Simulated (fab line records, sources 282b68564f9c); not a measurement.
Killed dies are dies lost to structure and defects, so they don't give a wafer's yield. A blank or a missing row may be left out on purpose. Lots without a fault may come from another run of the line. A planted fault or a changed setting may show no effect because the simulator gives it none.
fab line records | flow rit_cmos
record lots=15 wafers=45 last_day=7
route steps=202 shown PWELL@52 GATE@83 REOX@102 M1@202
lots that met no fault: from a run of the same line without faults
start_h: hours from the record's first day to the start of the lot's first wafer shown | wait_h: hours since the lot's step before | " the same as in the row above | L1.1+2: a row that stands for several wafers | - no value, or no start given | * or withheld: withheld | < > ~ a bound
route shown NAME@n: a module of which the file shows steps, and the number in the route of the first | usual: mean/standard deviation of fault-free wafers | same: alike in all rows | chamber/n: place in a boat | sites: the reading at each site | _std_site: their standard deviation | _edge_site: outer sites' mean less inner sites' | radius_mm: how far each site lies from the wafer's centre | mask NAME#n: copy n | behind: the tool/chamber that last shaped the wafer | hold: why the lot was held/for how many hours/how that ended | device: the transistor (n, p or np) that didn't switch | end of line: the same wafers' tests at the end of the route | a step without rows: its recipe alone | killed: dies lost to structure and defects at the first sort, not the wafer's yield | map: a wafer's dies, x killed, . not, _ none there
set.NAME: the setting as run; set.NAME@STEP: as run at that earlier step | model.NAME: the simulator's own value behind a step, which no gauge read
steps of the route over a sample of lots; a table a step, a row a wafer
services: from which hour (start_h, from the record's first day; less than 0 if before it) a tool's chamber was out of use, for how many hours, and why
## steps
# step RIT_WELLDRIVE_RS_MEAS_02
# recipe thk_meas_gauge=four-point-probe
# usual PWELL_RS=430.2/1.3
# columns lot.wafer tool chamber start_h wait_h PWELL_RS[ohm/sq]
L436.2 film_metro-01 - 35.26 0.1 429.8
L436.5 " - " " 428.8
L436.6 " - " " 430.4
L438.2 film_metro-01 - 43.97 0.1 428.0
L438.3 " - " " 428.6
L438.5 " - " " 428.4
L442.1 film_metro-03 - 64.07 0.1 430.1
L442.3 " - " " 431.8
L442.4 " - " " 430.1
L443.1 film_metro-03 - 71.73 0.1 431.2
L443.5 " - " " 431.8
L443.6 " - " " 430.8
L444.1 film_metro-01 - 77.36 0.1 428.5
L444.4 " - " " 428.9
L444.6 " - " " 428.5
L445.1 film_metro-03 - 78.38 0.1 430.1
L445.2 " - " " 429.9
L445.6 " - " " 430.4
L446.3 film_metro-04 - 82.48 0.1 429.4
L446.4 " - " " 428.9
L446.6 " - " " 429.2
L447.1 film_metro-01 - 87.65 0.1 428.9
L447.5 " - " " 428.8
L447.6 " - " " 428.7
L448.3 film_metro-04 - 91.98 0.1 429.9
L448.4 " - " " 429.0
L448.5 " - " " 428.6
L449.2 film_metro-01 - 96.14 0.1 429.6
L449.4 " - " " 430.5
L449.5 " - " " 430.1
L450.1 film_metro-01 - 102.28 0.1 429.1
L450.2 " - " " 428.4
L450.5 " - " " 430.1
L452.1 film_metro-04 - 115.36 0.1 428.7
L452.3 " - " " 428.3
L452.4 " - " " 429.6
L453.1 film_metro-03 - 115.36 0.1 432.6
L453.2 " - " " 432.8
L453.4 " - " " 431.9
L454.3 film_metro-04 - 119.69 0.1 429.8
L454.4 " - " " 431.3
L454.6 " - " " 429.6
L456.1 film_metro-04 - 130.19 0.1 432.9
L456.4 " - " " 431.2
L456.6 " - " " 432.8
# step RIT_GATE_THK_MEAS_07
# recipe reads=SiO2_of_GATE_OXIDATION_05
# usual GATE_OXIDE_THK=3.01/0.06
# columns lot.wafer tool chamber start_h wait_h GATE_OXIDE_THK[nm]
L436.2 film_metro-03 - 42.72 0.0 3.02
L436.5 " - " " 2.86
L436.6 " - " " 2.88
L438.2 film_metro-01 - 55.14 0.0 3.03
L438.3 " - " " 3.04
L438.5 " - " " 3.07
L442.1 film_metro-02 - 71.86 0.0 2.98
L442.3 " - " " 3.01
L442.4 " - " " 3.01
L443.1 film_metro-02 - 79.82 0.0 2.97
L443.5 " - " " 3.02
L443.6 " - " " 3.02
L444.1 film_metro-01 - 84.19 0.0 3.03
L444.4 " - " " 3.09
L444.6 " - " " 3.02
L445.1 film_metro-03 - 84.72 0.0 3.10
L445.2 " - " " 3.07
L445.6 " - " " 3.13
L446.3 film_metro-02 - 92.65 0.0 3.10
L446.4 " - " " 3.01
L446.6 " - " " 3.07
L447.1 film_metro-02 - 98.64 0.0 3.00
L447.5 " - " " 3.01
L447.6 " - " " 3.05
L448.3 film_metro-01 - 98.66 0.0 3.07
L448.4 " - " " 3.12
L448.5 " - " " 3.07
L449.2 film_metro-02 - 102.31 0.0 3.03
L449.4 " - " " 3.04
L449.5 " - " " 3.06
L450.1 film_metro-01 - 110.43 0.0 3.01
L450.2 " - " " 3.03
L450.5 " - " " 3.00
L452.1 film_metro-03 - 121.65 0.0 2.86
L452.3 " - " " 3.09
L452.4 " - " " 2.97
L453.1 film_metro-03 - 122.71 0.0 3.00
L453.2 " - " " 2.96
L453.4 " - " " 2.90
L454.3 film_metro-02 - 127.46 0.0 2.97
L454.4 " - " " 2.98
L454.6 " - " " 2.98
L456.1 film_metro-03 - 135.39 0.0 3.05
L456.4 " - " " 3.08
L456.6 " - " " 3.00
# step RIT_GATE_EXPOSE_13
# recipe mask_id=M6 na=0.6 source_shape=conventional sigma_outer=0.6 target_cd_nm=150 dose_mj=380
# columns lot.wafer tool chamber start_h wait_h mask
L436.2+5+6 iline_stepper-02 0 45.32 0.2 M6#0
L438.2+3+5 iline_stepper-01 0 57.46 0.2 M6#0
L442.1+3+4 iline_stepper-01 0 74.26 0.2 M6#0
L443.1+5+6 iline_stepper-01 0 82.18 0.1 M6#0
L444.1+4+6 iline_stepper-02 0 86.50 0.2 M6#0
L445.1+2+6 iline_stepper-01 0 88.12 0.2 M6#0
L446.3+4+6 iline_stepper-01 0 94.98 0.1 M6#0
L447.1+5+6 iline_stepper-01 0 100.83 0.1 M6#0
L448.3+4+5 iline_stepper-02 0 101.11 0.4 M6#0
L449.2+4+5 iline_stepper-02 0 104.51 0.1 M6#0
L450.1+2+5 iline_stepper-01 0 113.11 0.3 M6#0
L452.1+3+4 iline_stepper-02 0 123.87 0.2 M6#0
L453.1+2+4 iline_stepper-01 0 125.58 0.2 M6#0
L454.3+4+6 iline_stepper-01 0 129.67 0.1 M6#0
L456.1+4+6 iline_stepper-01 0 138.73 0.2 M6#0
# step RIT_GATE_OVL_MEAS_17
# usual GATE_OVL=-0.3/1.5
# columns lot.wafer tool chamber start_h wait_h GATE_OVL[nm]
L436.2 overlay-02 - 45.95 0.1 -1.7
L436.5 " - " " -0.7
L436.6 " - " " -1.0
L438.2 overlay-02 - 58.07 0.1 2.1
L438.3 " - " " 1.3
L438.5 " - " " 2.8
L442.1 overlay-01 - 74.84 0.1 -0.5
L442.3 " - " " -0.1
L442.4 " - " " -0.8
L443.1 overlay-02 - 82.70 0.1 -0.2
L443.5 " - " " 0.5
L443.6 " - " " 0.3
L444.1 overlay-02 - 87.02 0.1 -0.4
L444.4 " - " " 0.3
L444.6 " - " " -0.2
L445.1 overlay-01 - 88.64 0.1 -2.3
L445.2 " - " " -2.8
L445.6 " - " " -2.6
L446.3 overlay-02 - 95.48 0.1 -0.7
L446.4 " - " " -0.5
L446.6 " - " " -0.5
L447.1 overlay-02 - 101.35 0.1 -0.3
L447.5 " - " " 0.0
L447.6 " - " " -0.2
L448.3 overlay-02 - 101.69 0.1 0.3
L448.4 " - " " 1.5
L448.5 " - " " 0.2
L449.2 overlay-01 - 105.02 0.1 -1.3
L449.4 " - " " -1.4
L449.5 " - " " -0.8
L450.1 overlay-01 - 113.63 0.1 -0.1
L450.2 " - " " 0.0
L450.5 " - " " 1.4
L452.1 overlay-01 - 124.43 0.1 -0.4
L452.3 " - " " -1.6
L452.4 " - " " -2.0
L453.1 overlay-02 - 126.14 0.1 -149.5
L453.2 " - " " -149.7
L453.4 " - " " -150.0
L454.3 overlay-01 - 130.16 0.1 -150.8
L454.4 " - " " -150.0
L454.6 " - " " -150.2
L456.1 overlay-02 - 139.25 0.1 -147.5
L456.4 " - " " -146.4
L456.6 " - " " -147.3
# step RIT_REOX_THK_MEAS_04
# recipe reads=SiO2_of_REOX_OXIDATION_03
# usual REOX_OXIDE_THK=25.2/0.48
# columns lot.wafer tool chamber start_h wait_h REOX_OXIDE_THK[nm]
L436.2 film_metro-01 - 51.10 0.0 24.9
L436.5 " - " " 24.5
L436.6 " - " " 24.8
L438.2 film_metro-04 - 63.73 0.0 25.8
L438.3 " - " " 25.8
L438.5 " - " " 25.8
L442.1 film_metro-04 - 80.68 0.0 25.2
L442.3 " - " " 25.1
L442.4 " - " " 25.5
L443.1 film_metro-04 - 86.74 0.0 25.5
L443.5 " - " " 25.5
L443.6 " - " " 25.4
L444.1 film_metro-03 - 90.92 0.0 25.5
L444.4 " - " " 25.3
L444.6 " - " " 25.4
L445.1 film_metro-01 - 95.18 0.0 24.9
L445.2 " - " " 25.1
L445.6 " - " " 24.9
L446.3 film_metro-04 - 99.07 0.0 25.0
L446.4 " - " " 24.9
L446.6 " - " " 24.5
L447.1 film_metro-04 - 104.97 0.0 26.0
L447.5 " - " " 26.1
L447.6 " - " " 26.1
L448.3 film_metro-01 - 106.50 0.0 26.3
L448.4 " - " " 26.0
L448.5 " - " " 26.3
L449.2 film_metro-01 - 110.16 0.0 25.6
L449.4 " - " " 25.2
L449.5 " - " " 25.4
L450.1 film_metro-01 - 117.72 0.0 25.1
L450.2 " - " " 25.5
L450.5 " - " " 25.0
L452.1 film_metro-03 - 128.08 0.0 25.2
L452.3 " - " " 24.9
L452.4 " - " " 25.2
L453.1 film_metro-03 - 130.63 0.0 25.2
L453.2 " - " " 25.3
L453.4 " - " " 25.0
L454.3 film_metro-04 - 135.64 0.0 24.7
L454.4 " - " " 24.6
L454.6 " - " " 25.1
L456.1 film_metro-03 - 144.00 0.0 25.2
L456.4 " - " " 25.0
L456.6 " - " " 25.1
# step RIT_M1_PROBE_99
# usual killed_at_M0_to_M3=0.0/0.16 killed_at_contacts=0.1/0.24 killed_at_front_end=7/3.2 killed_dies=7/3.2 killed_open=3.4/2 killed_short=3.5/2.2
# same gross_dies=264 killed_at_M4_up=0 killed_at_back_side=0 killed_at_other=0
# columns lot.wafer tool chamber start_h wait_h killed_at_M0_to_M3 killed_at_contacts killed_at_front_end killed_dies killed_open killed_short
L444.1 prober-02 - 107.39 0.1 0 0 6 6 4 2
L444.4 prober-02 - 107.54 0.2 0 0 4 4 2 2
L444.6 prober-02 - 107.64 0.2 0 0 7 7 7 0
L447.1 prober-01 - 121.89 0.1 0 0 6 6 3 3
L447.5 prober-01 - 122.09 0.2 0 0 14 14 7 7
L447.6 prober-01 - 122.14 0.2 0 0 12 12 4 8
L450.1 prober-02 - 134.21 0.1 0 0 7 7 3 4
L450.2 prober-02 - 134.26 0.1 0 0 8 8 2 6
L450.5 prober-02 - 134.41 0.2 0 0 6 6 5 1
# killed by level:class
L444.1 SPACER:geometric_particle:open=3 SPACER:geometric_particle:short=2 GATE:geometric_particle:open=1
L444.4 GATE:geometric_particle:short=2 GATE:geometric_particle:open=1 SPACER:geometric_particle:open=1
L444.6 SPACER:geometric_particle:open=3 GATE:geometric_particle:open=2 FOX1:geometric_particle:open=1 SILICIDE:geometric_particle:open=1
L447.1 GATE:geometric_particle:short=3 GATE:geometric_particle:open=3
L447.5 GATE:geometric_particle:open=6 GATE:geometric_particle:short=4 REOX:geometric_particle:short=2 FOX1:geometric_particle:open=1 FOX2:geometric_particle:short=1
L447.6 GATE:geometric_particle:short=3 FOX1:geometric_particle:short=2 FOX2:geometric_particle:open=2 GATE:geometric_particle:open=2 REOX:geometric_particle:short=2 FOX2:geometric_particle:short=1
L450.1 GATE:geometric_particle:open=2 FOX2:geometric_particle:short=1 GATE:geometric_particle:short=1 SPACER:geometric_particle:short=1 SPACER:geometric_particle:open=1 SILICIDE:geometric_particle:short=1
L450.2 REOX:geometric_particle:short=3 GATE:geometric_particle:open=1 GATE:geometric_particle:short=1 SILICIDE:geometric_particle:short=1 REOX:geometric_particle:open=1 SPACER:geometric_particle:short=1
L450.5 FOX1:geometric_particle:open=2 GATE:geometric_particle:open=1 GATE:geometric_particle:short=1 SPACER:geometric_particle:open=1 SILICIDE:geometric_particle:open=1
## services
# columns tool chamber start_h hours kind
iline_stepper-01 - 58.23 2.1 pm
iline_stepper-01 - 60.32 - consumable_replace:lamp
iline_stepper-01 - 105.38 7.3 repair
iline_stepper-02 - 116.02 1.0 repair
## key
first_sign step=RIT_GATE_OVL_MEAS_17 reading=GATE_OVL direction=down sigmas=99+ usual=-0.3 struck=-149.0
effect none on later readings
met_at RIT_GATE_EXPOSE_13
struck_lots L453,L454,L456
tester_left_out L453,L454,L456
not_acting_at RIT_WELLDRIVE_RS_MEAS_02,RIT_GATE_THK_MEAS_07,RIT_REOX_THK_MEAS_04
onset_between 113.11 125.58
also_fits time
fault kind=scanner_matching_overlay tool=iline_stepper-01 chamber=- onset_h=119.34 steps=RIT_GATE_EXPOSE_13 offset=-150
# tester_left_out: of these lots the tester's yield and bins aren't shown, on N5 and GAA mostly nor the transistor test; their killed dies are dies lost to structure and defects alone, not to doping, threshold or leakage, so they don't give the yield
